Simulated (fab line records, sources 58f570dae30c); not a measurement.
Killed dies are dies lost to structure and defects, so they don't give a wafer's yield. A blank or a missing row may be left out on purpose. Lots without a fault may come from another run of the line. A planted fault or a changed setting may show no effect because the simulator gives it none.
Problem report in the 8D (eight disciplines) form, filled by code | flow berkeley_cmos170 | the parts of the form that need people (team, actions taken, sign-off) are left out

1. THE PROBLEM
CONTACT_PSG_THK at UCB170_CONTACT_THK_MEAS_02 reads a mean of 403 nm on 3 wafers of 1 lot; wafers without a fault read 701 nm with a standard deviation of 7.3. That is -41 standard deviations from the usual mean.
First seen on wafer L183.1, day 9 18:14, on film_metro-04. The record holds 39 wafers of 13 lots with a number at this step. Rule for "out", or "out of limits": more than 4 standard deviations from the usual mean. The other wafers with a number count as sound.

2. WHAT IT IS AND WHAT IT IS NOT
question                    | is                     | is not
which readings at this step | CONTACT_PSG_THK        | -
which lots                  | L183                   | L170, L171, L172, L173, L176, L177, L179, L185, L186, L187, L190, L193
which wafers of those lots  | all that have a number | -
read on which gauges        | film_metro-04          | film_metro-02, film_metro-03
when                        | from day 9 18:14       | up to then (21 sound wafers); but 15 sound wafers of L185, L186, L187, L190, L193 came after

3. SUSPECTS, AND WHAT RULES EACH OUT
Counting: a tool at a process step up to the reading stays a suspect if it ran every lot that is out and no sound lot after the first of them.
- the gauge at UCB170_CONTACT_THK_MEAS_02: ruled out. All the wafers that are out were read on film_metro-04, but those of them that UCB170_CONTACT_ETCH_18 has rows for are out there too, on other tools.
- plasma_asher-03 at UCB170_BACKSIDE_STRIP_03 (strips in O2): ruled out as a lasting fault. Sound lots L186, L185 ran on it after its first lot that is out, L183 (day 9 14:50).
- lpcvd-02 at UCB170_CONTACT_CVD_01 (deposits PSG from SiH4/O2/PH3, target thk 700 nm, time 2820 s): ruled out as a lasting fault. Sound lots L186, L185 ran on it after its first lot that is out, L183 (day 9 16:27).
Left after counting: nothing in the record.

4. THE CAUSE (what the simulator had put in)
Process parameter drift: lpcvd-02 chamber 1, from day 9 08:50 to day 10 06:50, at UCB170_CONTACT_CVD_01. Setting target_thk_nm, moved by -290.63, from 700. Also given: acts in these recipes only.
Counting ruled it out, wrongly: the rule takes a fault to strike every lot that its tool runs from its start on, and this one did not.

5. THE CHAIN OF EFFECTS, in route order
Each row: a reading whose mean over the struck wafers that have a number lies more than 3 standard deviations from the usual. Only readings for which the record gives a usual standard deviation are gone through. hours: the time from each lot's start at the first step in this table that gives one to its start at this step, as a median over the lots. sigmas: the change in usual standard deviations.
hours | step                       | reading         | usual      | on struck wafers | change | sigmas
0     | UCB170_CONTACT_THK_MEAS_02 | CONTACT_PSG_THK | 701 nm     | 403              | -298   | -41
-     | UCB170_CONTACT_ETCH_18     | oes_product_au  | 0.897 a.u. | 0.674            | -0.223 | -17
The process steps in it:
- UCB170_CONTACT_ETCH_18: etches PSG in CHF3/CF4/Ar, stops on TiSi2, target depth 840 nm, time 195 s.
Later measuring or inspecting steps at which every struck wafer that the step has a row for has a number for every such reading, and none has moved that far: UCB170_CONTACT_CD_MEAS_15.

6. WHAT WOULD HAVE CAUGHT IT SOONER
In this record the first reading out of limits at a measuring or inspecting step was taken at day 9 18:14, 9 hours after the fault began at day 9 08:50.
Of the tool readings at UCB170_CONTACT_CVD_01 for which the record gives a usual standard deviation, none was out on any struck wafer, so an alarm limit of 4 standard deviations on them would not have fired.
